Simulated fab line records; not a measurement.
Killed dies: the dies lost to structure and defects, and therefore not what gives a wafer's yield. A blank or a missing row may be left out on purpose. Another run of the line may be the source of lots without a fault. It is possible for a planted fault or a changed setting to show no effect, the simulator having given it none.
fab line records || flow ritCmos
[record] {"lots": 14, "wafers": 42, "lastDay": 7}
route steps=202 shown GATE@88
lots with no fault: from the same line, run without faults
startH: start of the lot's first displayed wafer, in hours after the record's first day || waitH: hours since the lot's step before || " repeats the value in the row above || L1.1+2: a row that stands for several wafers || - no value present, or no start provided || * or withheld: withheld || < > ~ a bound
route shown NAME@n: a module of which the file shows steps, and the number in the route of the first || usual: mean/standard deviation taken from wafers without a fault || same: alike in all rows || chamber/n: place in a boat || sites: each site's reading || _std_site: the values' standard deviation || _edge_site: the outer-site mean with the inner-site mean subtracted || radiusMm: how far each site lies from the wafer's centre || mask NAME#n: copy n || behind: the most recent tool/chamber to have shaped the wafer || hold: the reason the lot was held/the length of the hold in hours/how it ended || device: the n, p or np transistor that did not switch || end of line: the route-end tests of the same wafers || a step given without rows: its recipe and nothing more || killed: dies lost to structure and defects at the first sort, not the wafer's yield || map: shows each die of a wafer: x if killed, . if not, _ if none is there
set.NAME: the setting that was run; set.NAME@STEP: the one run at that earlier step || model.NAME: the simulator's own value behind a step, which no gauge read
a sample of lots followed through the steps of the route, with each step as a table and each wafer as a row
[[steps]]
[step RIT_GATE_SOFTBAKE_12]
[recipe] {"resist": "NOVOLAK", "tempC": 90, "timeS": 60}
[usual] {"chillPlateTempC": "23.02/0.1", "heaterPowerTotalW": "34.57/0.049", "plateTempC": "90.01/0.12"}
{"lot.wafer": "L535.1", "tool": "lithoTrack-02", "chamber": 0, "startH": 39.78, "waitH": 0.1, "chillPlateTempC": 22.94, "heaterPowerTotalW": 34.62, "plateTempC": 90.00}
{"lot.wafer": "L535.3", "tool": "lithoTrack-02", "chamber": 0, "startH": 39.78, "waitH": 0.1, "chillPlateTempC": 22.94, "heaterPowerTotalW": 34.67, "plateTempC": 89.94}
{"lot.wafer": "L535.5", "tool": "lithoTrack-02", "chamber": 0, "startH": 39.78, "waitH": 0.1, "chillPlateTempC": 22.95, "heaterPowerTotalW": 34.60, "plateTempC": 90.01}
{"lot.wafer": "L537.2", "tool": "lithoTrack-03", "chamber": 0, "startH": 51.09, "waitH": 0.1, "chillPlateTempC": 23.03, "heaterPowerTotalW": 34.59, "plateTempC": 90.09}
{"lot.wafer": "L537.3", "tool": "lithoTrack-03", "chamber": 0, "startH": 51.09, "waitH": 0.1, "chillPlateTempC": 23.08, "heaterPowerTotalW": 34.58, "plateTempC": 89.96}
{"lot.wafer": "L537.5", "tool": "lithoTrack-03", "chamber": 0, "startH": 51.09, "waitH": 0.1, "chillPlateTempC": 23.00, "heaterPowerTotalW": 34.57, "plateTempC": 90.02}
{"lot.wafer": "L538.1", "tool": "lithoTrack-04", "chamber": 0, "startH": 52.76, "waitH": 0.1, "chillPlateTempC": 23.06, "heaterPowerTotalW": 34.59, "plateTempC": 89.85}
{"lot.wafer": "L538.4", "tool": "lithoTrack-04", "chamber": 0, "startH": 52.76, "waitH": 0.1, "chillPlateTempC": 22.98, "heaterPowerTotalW": 34.62, "plateTempC": 89.88}
{"lot.wafer": "L538.6", "tool": "lithoTrack-04", "chamber": 0, "startH": 52.76, "waitH": 0.1, "chillPlateTempC": 23.11, "heaterPowerTotalW": 34.62, "plateTempC": 90.05}
{"lot.wafer": "L539.1", "tool": "lithoTrack-04", "chamber": 0, "startH": 56.60, "waitH": 0.1, "chillPlateTempC": 23.03, "heaterPowerTotalW": 34.60, "plateTempC": 90.05}
{"lot.wafer": "L539.2", "tool": "lithoTrack-04", "chamber": 0, "startH": 56.60, "waitH": 0.1, "chillPlateTempC": 23.14, "heaterPowerTotalW": 34.59, "plateTempC": 89.84}
{"lot.wafer": "L539.6", "tool": "lithoTrack-04", "chamber": 0, "startH": 56.60, "waitH": 0.1, "chillPlateTempC": 23.13, "heaterPowerTotalW": 34.57, "plateTempC": 89.83}
{"lot.wafer": "L541.1", "tool": "lithoTrack-04", "chamber": 0, "startH": 66.43, "waitH": 0.1, "chillPlateTempC": 22.94, "heaterPowerTotalW": 34.57, "plateTempC": 90.16}
{"lot.wafer": "L541.3", "tool": "lithoTrack-04", "chamber": 0, "startH": 66.43, "waitH": 0.1, "chillPlateTempC": 23.06, "heaterPowerTotalW": 34.60, "plateTempC": 90.03}
{"lot.wafer": "L541.5", "tool": "lithoTrack-04", "chamber": 0, "startH": 66.43, "waitH": 0.1, "chillPlateTempC": 23.02, "heaterPowerTotalW": 34.52, "plateTempC": 90.22}
{"lot.wafer": "L542.2", "tool": "lithoTrack-04", "chamber": 0, "startH": 72.06, "waitH": 0.1, "chillPlateTempC": 23.03, "heaterPowerTotalW": 34.60, "plateTempC": 90.20}
{"lot.wafer": "L542.5", "tool": "lithoTrack-04", "chamber": 0, "startH": 72.06, "waitH": 0.1, "chillPlateTempC": 22.99, "heaterPowerTotalW": 34.55, "plateTempC": 89.89}
{"lot.wafer": "L542.6", "tool": "lithoTrack-04", "chamber": 0, "startH": 72.06, "waitH": 0.1, "chillPlateTempC": 22.93, "heaterPowerTotalW": 34.53, "plateTempC": 89.89}
{"lot.wafer": "L543.1", "tool": "lithoTrack-02", "chamber": 0, "startH": 78.47, "waitH": 0.1, "chillPlateTempC": 22.99, "heaterPowerTotalW": 34.53, "plateTempC": 89.86}
{"lot.wafer": "L543.4", "tool": "lithoTrack-02", "chamber": 0, "startH": 78.47, "waitH": 0.1, "chillPlateTempC": 22.97, "heaterPowerTotalW": 34.51, "plateTempC": 89.93}
{"lot.wafer": "L543.5", "tool": "lithoTrack-02", "chamber": 0, "startH": 78.47, "waitH": 0.1, "chillPlateTempC": 22.91, "heaterPowerTotalW": 34.50, "plateTempC": 89.98}
{"lot.wafer": "L544.3", "tool": "lithoTrack-03", "chamber": 0, "startH": 81.24, "waitH": 0.1, "chillPlateTempC": 23.03, "heaterPowerTotalW": 34.59, "plateTempC": 90.18}
{"lot.wafer": "L544.4", "tool": "lithoTrack-03", "chamber": 0, "startH": 81.24, "waitH": 0.1, "chillPlateTempC": 22.89, "heaterPowerTotalW": 34.49, "plateTempC": 90.08}
{"lot.wafer": "L544.6", "tool": "lithoTrack-03", "chamber": 0, "startH": 81.24, "waitH": 0.1, "chillPlateTempC": 22.83, "heaterPowerTotalW": 34.49, "plateTempC": 90.14}
{"lot.wafer": "L546.3", "tool": "lithoTrack-03", "chamber": 0, "startH": 93.05, "waitH": 0.1, "chillPlateTempC": 22.94, "heaterPowerTotalW": 34.55, "plateTempC": 90.13}
{"lot.wafer": "L546.5", "tool": "lithoTrack-03", "chamber": 0, "startH": 93.05, "waitH": 0.1, "chillPlateTempC": 22.98, "heaterPowerTotalW": 34.62, "plateTempC": 89.96}
{"lot.wafer": "L546.6", "tool": "lithoTrack-03", "chamber": 0, "startH": 93.05, "waitH": 0.1, "chillPlateTempC": 23.11, "heaterPowerTotalW": 34.52, "plateTempC": 90.05}
{"lot.wafer": "L547.2", "tool": "lithoTrack-04", "chamber": 0, "startH": 96.97, "waitH": 0.1, "chillPlateTempC": 23.05, "heaterPowerTotalW": 34.48, "plateTempC": 90.09}
{"lot.wafer": "L547.5", "tool": "lithoTrack-04", "chamber": 0, "startH": 96.97, "waitH": 0.1, "chillPlateTempC": 22.99, "heaterPowerTotalW": 34.50, "plateTempC": 89.96}
{"lot.wafer": "L547.6", "tool": "lithoTrack-04", "chamber": 0, "startH": 96.97, "waitH": 0.1, "chillPlateTempC": 23.02, "heaterPowerTotalW": 34.56, "plateTempC": 90.06}
{"lot.wafer": "L548.1", "tool": "lithoTrack-04", "chamber": 0, "startH": 102.17, "waitH": 0.1, "chillPlateTempC": 23.09, "heaterPowerTotalW": 34.63, "plateTempC": 90.22}
{"lot.wafer": "L548.2", "tool": "lithoTrack-04", "chamber": 0, "startH": 102.17, "waitH": 0.1, "chillPlateTempC": 23.03, "heaterPowerTotalW": 34.57, "plateTempC": 90.22}
{"lot.wafer": "L548.6", "tool": "lithoTrack-04", "chamber": 0, "startH": 102.17, "waitH": 0.1, "chillPlateTempC": 23.04, "heaterPowerTotalW": 34.57, "plateTempC": 90.09}
{"lot.wafer": "L551.2", "tool": "lithoTrack-03", "chamber": 0, "startH": 115.53, "waitH": 0.1, "chillPlateTempC": 23.01, "heaterPowerTotalW": 34.62, "plateTempC": 89.95}
{"lot.wafer": "L551.3", "tool": "lithoTrack-03", "chamber": 0, "startH": 115.53, "waitH": 0.1, "chillPlateTempC": 23.02, "heaterPowerTotalW": 34.51, "plateTempC": 90.16}
{"lot.wafer": "L551.5", "tool": "lithoTrack-03", "chamber": 0, "startH": 115.53, "waitH": 0.1, "chillPlateTempC": 22.98, "heaterPowerTotalW": 34.50, "plateTempC": 90.01}
{"lot.wafer": "L556.1", "tool": "lithoTrack-04", "chamber": 0, "startH": 141.39, "waitH": 0.1, "chillPlateTempC": 23.08, "heaterPowerTotalW": 35.36, "plateTempC": 91.61}
{"lot.wafer": "L556.4", "tool": "lithoTrack-04", "chamber": 0, "startH": 141.39, "waitH": 0.1, "chillPlateTempC": 23.09, "heaterPowerTotalW": 35.41, "plateTempC": 91.55}
{"lot.wafer": "L556.5", "tool": "lithoTrack-04", "chamber": 0, "startH": 141.39, "waitH": 0.1, "chillPlateTempC": 23.01, "heaterPowerTotalW": 35.44, "plateTempC": 91.50}
{"lot.wafer": "L558.2", "tool": "lithoTrack-04", "chamber": 0, "startH": 150.44, "waitH": 0.1, "chillPlateTempC": 22.77, "heaterPowerTotalW": 35.36, "plateTempC": 91.59}
{"lot.wafer": "L558.4", "tool": "lithoTrack-04", "chamber": 0, "startH": 150.44, "waitH": 0.1, "chillPlateTempC": 22.91, "heaterPowerTotalW": 35.31, "plateTempC": 91.69}
{"lot.wafer": "L558.6", "tool": "lithoTrack-04", "chamber": 0, "startH": 150.44, "waitH": 0.1, "chillPlateTempC": 22.89, "heaterPowerTotalW": 35.48, "plateTempC": 91.50}
[[key]]
[firstSign] {"step": "RIT_GATE_SOFTBAKE_12", "reading": "heaterPowerTotalW", "direction": "up", "sigmas": 17, "usual": 34.57, "struck": 35.39}
[effect] {"step": "RIT_GATE_SOFTBAKE_12", "reading": "plateTempC", "direction": "up", "sigmas": 13, "usual": "*", "struck": "*"}
metAt RIT_GATE_SOFTBAKE_12
struckLots L556,L558
testerLeftOut L556,L558
onsetBetween 102.17 141.39
[fault] {"kind": "processParameterDrift", "tool": "lithoTrack-04", "chamber": "-", "onsetH": 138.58, "steps": "RIT_GATE_SOFTBAKE_12", "channel": "tempC", "offset": "*", "shape": "step", "endH": 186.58, "actsIn": "*", "stated": "*"}
// testerLeftOut: of these lots the tester's yield and bins aren't shown, on N5 and GAA mostly nor the transistor test; their killed dies are dies lost to structure and defects alone, not to doping, threshold or leakage, so they don't give the yield
